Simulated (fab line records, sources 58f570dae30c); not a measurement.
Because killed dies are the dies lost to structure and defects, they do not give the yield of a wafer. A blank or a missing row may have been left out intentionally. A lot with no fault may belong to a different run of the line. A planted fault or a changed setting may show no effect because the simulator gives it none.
Which tool was responsible? || flow berkeleyCmos170 || 14 lots, 42 wafers sampled, at 4 steps of a route of 331

== WHAT EACH GAUGE READ, for each wafer ==
UCB170_V1_THK_MEAS_04.
{"lot": "L517", "measured": "day 9 14:44", "on": "filmMetro-02", "V1_POLISHED_THK (nm)": "998.4 999.5 997.1"}
{"lot": "L518", "measured": "day 9 13:24", "on": "filmMetro-03", "V1_POLISHED_THK (nm)": "1000.4 998.9 998.5"}
{"lot": "L520", "measured": "day 9 16:05", "on": "filmMetro-02", "V1_POLISHED_THK (nm)": "999.5 1000.4 1001.9"}
{"lot": "L519", "measured": "day 9 16:04", "on": "filmMetro-01", "V1_POLISHED_THK (nm)": "1000.1 998.7 999.3"}
{"lot": "L522", "measured": "day 10 00:07", "on": "filmMetro-02", "V1_POLISHED_THK (nm)": "1000.1 999.1 999.5"}
{"lot": "L524", "measured": "day 10 14:34", "on": "filmMetro-02", "V1_POLISHED_THK (nm)": "999.6 997.0 997.5"}
{"lot": "L523", "measured": "day 10 15:54", "on": "filmMetro-03", "V1_POLISHED_THK (nm)": "998.5 1001.4 999.9"}
{"lot": "L525", "measured": "day 10 19:39", "on": "filmMetro-01", "V1_POLISHED_THK (nm)": "999.5 1001.1 999.6"}
{"lot": "L526", "measured": "day 11 04:04", "on": "filmMetro-03", "V1_POLISHED_THK (nm)": "999.1 1001.3 1000.5"}
{"lot": "L530", "measured": "day 11 06:13", "on": "filmMetro-02", "V1_POLISHED_THK (nm)": "998.5 997.4 999.9"}
{"lot": "L537", "measured": "day 13 06:04", "on": "filmMetro-01", "V1_POLISHED_THK (nm)": "1000.5 997.1 1000.9"}
{"lot": "L538", "measured": "day 13 20:59", "on": "filmMetro-01", "V1_POLISHED_THK (nm)": "999.3 998.5 999.9"}

UCB170_M2_THK_MEAS_03: measures by xrf.
{"lot": "L517", "measured": "day 9 17:01", "on": "filmMetro-01", "M2_AL_THK (nm)": "910 891 904"}
{"lot": "L518", "measured": "day 9 15:31", "on": "filmMetro-01", "M2_AL_THK (nm)": "903 908 893"}
{"lot": "L520", "measured": "day 9 19:16", "on": "filmMetro-01", "M2_AL_THK (nm)": "885 895 880"}
{"lot": "L519", "measured": "day 9 19:29", "on": "filmMetro-02", "M2_AL_THK (nm)": "922 898 913"}
{"lot": "L522", "measured": "day 10 03:35", "on": "filmMetro-01", "M2_AL_THK (nm)": "905 891 907"}
{"lot": "L524", "measured": "day 10 16:53", "on": "filmMetro-01", "M2_AL_THK (nm)": "898 907 890"}
{"lot": "L523", "measured": "day 10 18:06", "on": "filmMetro-01", "M2_AL_THK (nm)": "893 902 874"}
{"lot": "L525", "measured": "day 11 00:29", "on": "filmMetro-01", "M2_AL_THK (nm)": "901 909 892"}
{"lot": "L526", "measured": "day 11 06:16", "on": "filmMetro-01", "M2_AL_THK (nm)": "912 919 918"}
{"lot": "L530", "measured": "day 11 08:19", "on": "filmMetro-02", "M2_AL_THK (nm)": "915 912 897"}
{"lot": "L537", "measured": "day 13 08:46", "on": "filmMetro-02", "M2_AL_THK (nm)": "924 920 920"}
{"lot": "L538", "measured": "day 14 01:05", "on": "filmMetro-01", "M2_AL_THK (nm)": "902 919 918"}

== WHICH TOOL RAN EACH LOT (tool, then ch and the chambers of the sampled wafers, then the start) ==
{"lot": "L517", "UCB170_PSD_STRIP_09": "plasmaAsher-01 ch 0,1, day 8 20:08", "UCB170_M1_PEB_07": "lithoTrack-01 ch 0, day 9 10:00"}
{"lot": "L518", "UCB170_PSD_STRIP_09": "plasmaAsher-02 ch 1, day 8 20:26", "UCB170_M1_PEB_07": "lithoTrack-03 ch 0, day 9 10:00"}
{"lot": "L520", "UCB170_PSD_STRIP_09": "plasmaAsher-03 ch 0,1, day 8 20:37", "UCB170_M1_PEB_07": "lithoTrack-03 ch 0, day 9 13:16"}
{"lot": "L519", "UCB170_PSD_STRIP_09": "plasmaAsher-01 ch 0,1, day 8 20:41", "UCB170_M1_PEB_07": "lithoTrack-03 ch 0, day 9 12:52"}
{"lot": "L522", "UCB170_PSD_STRIP_09": "plasmaAsher-03 ch 0,1, day 9 05:51", "UCB170_M1_PEB_07": "lithoTrack-02 ch 0, day 9 20:16"}
{"lot": "L524", "UCB170_PSD_STRIP_09": "plasmaAsher-02 ch 0,1, day 9 22:56", "UCB170_M1_PEB_07": "lithoTrack-03 ch 0, day 10 11:47"}
{"lot": "L523", "UCB170_PSD_STRIP_09": "plasmaAsher-01 ch 0,1, day 9 23:10", "UCB170_M1_PEB_07": "lithoTrack-01 ch 0, day 10 12:46"}
{"lot": "L525", "UCB170_PSD_STRIP_09": "plasmaAsher-03 ch 0,1, day 9 23:19", "UCB170_M1_PEB_07": "lithoTrack-01 ch 0, day 10 13:32"}
{"lot": "L526", "UCB170_PSD_STRIP_09": "plasmaAsher-03 ch 0,1, day 10 14:21", "UCB170_M1_PEB_07": "lithoTrack-03 ch 0, day 11 01:05"}
{"lot": "L528", "UCB170_PSD_STRIP_09": "plasmaAsher-01 ch 0,1, day 10 14:30", "UCB170_M1_PEB_07": "lithoTrack-01, day 11 03:34"}
{"lot": "L530", "UCB170_PSD_STRIP_09": "plasmaAsher-02 ch 0,1, day 10 14:37", "UCB170_M1_PEB_07": "lithoTrack-02 ch 0, day 11 03:16"}
{"lot": "L529", "UCB170_PSD_STRIP_09": "plasmaAsher-01 ch 0,1, day 10 14:55", "UCB170_M1_PEB_07": "lithoTrack-03, day 11 03:29"}
{"lot": "L537", "UCB170_PSD_STRIP_09": "plasmaAsher-03 ch 0,1, day 12 16:52", "UCB170_M1_PEB_07": "lithoTrack-02 ch 0, day 13 03:19"}
{"lot": "L538", "UCB170_PSD_STRIP_09": "plasmaAsher-01 ch 0,1, day 13 05:31", "UCB170_M1_PEB_07": "lithoTrack-02 ch 0, day 13 18:13"}
- UCB170_PSD_STRIP_09: strips in O2.
- UCB170_M1_PEB_07

== WHAT THE TOOLS THEMSELVES READ (means of the sampled wafers that have a number; where no wafer has one, the mark that the record gives instead) ==
UCB170_PSD_STRIP_09.
{"lot": "L517", "tool": "plasmaAsher-01", "drypumpMotorCurrentA (A)": 5.83, "oesProductAu (a.u.)": 0.596, "stripTimeToEndpointS (s)": 29.40}
{"lot": "L518", "tool": "plasmaAsher-02", "drypumpMotorCurrentA (A)": 5.31, "oesProductAu (a.u.)": 0.598, "stripTimeToEndpointS (s)": 29.46}
{"lot": "L520", "tool": "plasmaAsher-03", "drypumpMotorCurrentA (A)": 5.71, "oesProductAu (a.u.)": 0.602, "stripTimeToEndpointS (s)": 29.36}
{"lot": "L519", "tool": "plasmaAsher-01", "drypumpMotorCurrentA (A)": 5.66, "oesProductAu (a.u.)": 0.603, "stripTimeToEndpointS (s)": 29.36}
{"lot": "L522", "tool": "plasmaAsher-03", "drypumpMotorCurrentA (A)": 5.71, "oesProductAu (a.u.)": 0.603, "stripTimeToEndpointS (s)": 29.42}
{"lot": "L524", "tool": "plasmaAsher-02", "drypumpMotorCurrentA (A)": 5.61, "oesProductAu (a.u.)": 0.598, "stripTimeToEndpointS (s)": 29.37}
{"lot": "L523", "tool": "plasmaAsher-01", "drypumpMotorCurrentA (A)": 5.67, "oesProductAu (a.u.)": 0.602, "stripTimeToEndpointS (s)": 29.37}
{"lot": "L525", "tool": "plasmaAsher-03", "drypumpMotorCurrentA (A)": 5.71, "oesProductAu (a.u.)": 0.601, "stripTimeToEndpointS (s)": 29.58}
{"lot": "L526", "tool": "plasmaAsher-03", "drypumpMotorCurrentA (A)": 5.69, "oesProductAu (a.u.)": 0.608, "stripTimeToEndpointS (s)": 29.35}
{"lot": "L528", "tool": "plasmaAsher-01", "drypumpMotorCurrentA (A)": 5.82, "oesProductAu (a.u.)": 0.604, "stripTimeToEndpointS (s)": 29.43}
{"lot": "L530", "tool": "plasmaAsher-02", "drypumpMotorCurrentA (A)": 5.48, "oesProductAu (a.u.)": 0.607, "stripTimeToEndpointS (s)": 29.41}
{"lot": "L529", "tool": "plasmaAsher-01", "drypumpMotorCurrentA (A)": 5.66, "oesProductAu (a.u.)": 0.598, "stripTimeToEndpointS (s)": 29.45}
{"lot": "L537", "tool": "plasmaAsher-03", "drypumpMotorCurrentA (A)": 5.71, "oesProductAu (a.u.)": 0.602, "stripTimeToEndpointS (s)": 29.46}
{"lot": "L538", "tool": "plasmaAsher-01", "drypumpMotorCurrentA (A)": 5.67, "oesProductAu (a.u.)": 0.609, "stripTimeToEndpointS (s)": 29.31}

UCB170_M1_PEB_07.
{"lot": "L517", "tool": "lithoTrack-01", "chillPlateTempC (C)": 23.09, "exhaustPa (Pa)": 44.4, "plateTempC (C)": 129.96}
{"lot": "L518", "tool": "lithoTrack-03", "chillPlateTempC (C)": 22.86, "exhaustPa (Pa)": 44.2, "plateTempC (C)": 129.87}
{"lot": "L520", "tool": "lithoTrack-03", "chillPlateTempC (C)": 23.14, "exhaustPa (Pa)": 45.3, "plateTempC (C)": 130.20}
{"lot": "L519", "tool": "lithoTrack-03", "chillPlateTempC (C)": 22.91, "exhaustPa (Pa)": 45.0, "plateTempC (C)": 129.90}
{"lot": "L522", "tool": "lithoTrack-02", "chillPlateTempC (C)": 23.05, "exhaustPa (Pa)": 46.3, "plateTempC (C)": 130.06}
{"lot": "L524", "tool": "lithoTrack-03", "chillPlateTempC (C)": 22.89, "exhaustPa (Pa)": 43.9, "plateTempC (C)": 130.09}
{"lot": "L523", "tool": "lithoTrack-01", "chillPlateTempC (C)": 23.03, "exhaustPa (Pa)": 45.5, "plateTempC (C)": 130.05}
{"lot": "L525", "tool": "lithoTrack-01", "chillPlateTempC (C)": 23.01, "exhaustPa (Pa)": 45.7, "plateTempC (C)": 129.91}
{"lot": "L526", "tool": "lithoTrack-03", "chillPlateTempC (C)": 22.90, "exhaustPa (Pa)": 45.1, "plateTempC (C)": 130.01}
{"lot": "L528", "tool": "lithoTrack-01", "chillPlateTempC (C)": "-", "exhaustPa (Pa)": "-", "plateTempC (C)": "-"}
{"lot": "L530", "tool": "lithoTrack-02", "chillPlateTempC (C)": 22.93, "exhaustPa (Pa)": 43.7, "plateTempC (C)": 130.00}
{"lot": "L529", "tool": "lithoTrack-03", "chillPlateTempC (C)": "-", "exhaustPa (Pa)": "-", "plateTempC (C)": "-"}
{"lot": "L537", "tool": "lithoTrack-02", "chillPlateTempC (C)": 22.87, "exhaustPa (Pa)": 44.8, "plateTempC (C)": 130.16}
{"lot": "L538", "tool": "lithoTrack-02", "chillPlateTempC (C)": 22.87, "exhaustPa (Pa)": 44.9, "plateTempC (C)": 129.99}

== THE ANSWER, worked out from the rows above alone ==
Rule: usual is defined by the lots themselves. The widest of any qualifying gaps counts: lots, ordered by their means at a reading, are off when they make up no more than a third of the lots, leave a main group of 4 or more, and stand apart from it by 3 or more times the standard deviation of that group's means. The tables above print the reading to a certain number of digits; a main group whose means all agree to those digits is not used. Also off: a lot with no number at a reading for which 4 or more lots have one. Where the step has rows for the other lots, those lots are counted as sound. After the gauges, taken in route order, come the tools' own readings; for these a lot's mean is taken, as printed above. At the first step where some lot is off, the reading lying furthest off is the one used; lots without a number count as furthest.
Off: L528, L529, at UCB170_M1_PEB_07 (chillPlateTempC). Without a number there: L528, L529. Main group: mean 22.96 C, sd 0.093.
If a tool, at that step or one of the process steps before it, ran each lot that is off and ran no sound lot following the first of them, it fits. None of those tried fits.

== WHAT THE SIMULATOR PUT IN ==
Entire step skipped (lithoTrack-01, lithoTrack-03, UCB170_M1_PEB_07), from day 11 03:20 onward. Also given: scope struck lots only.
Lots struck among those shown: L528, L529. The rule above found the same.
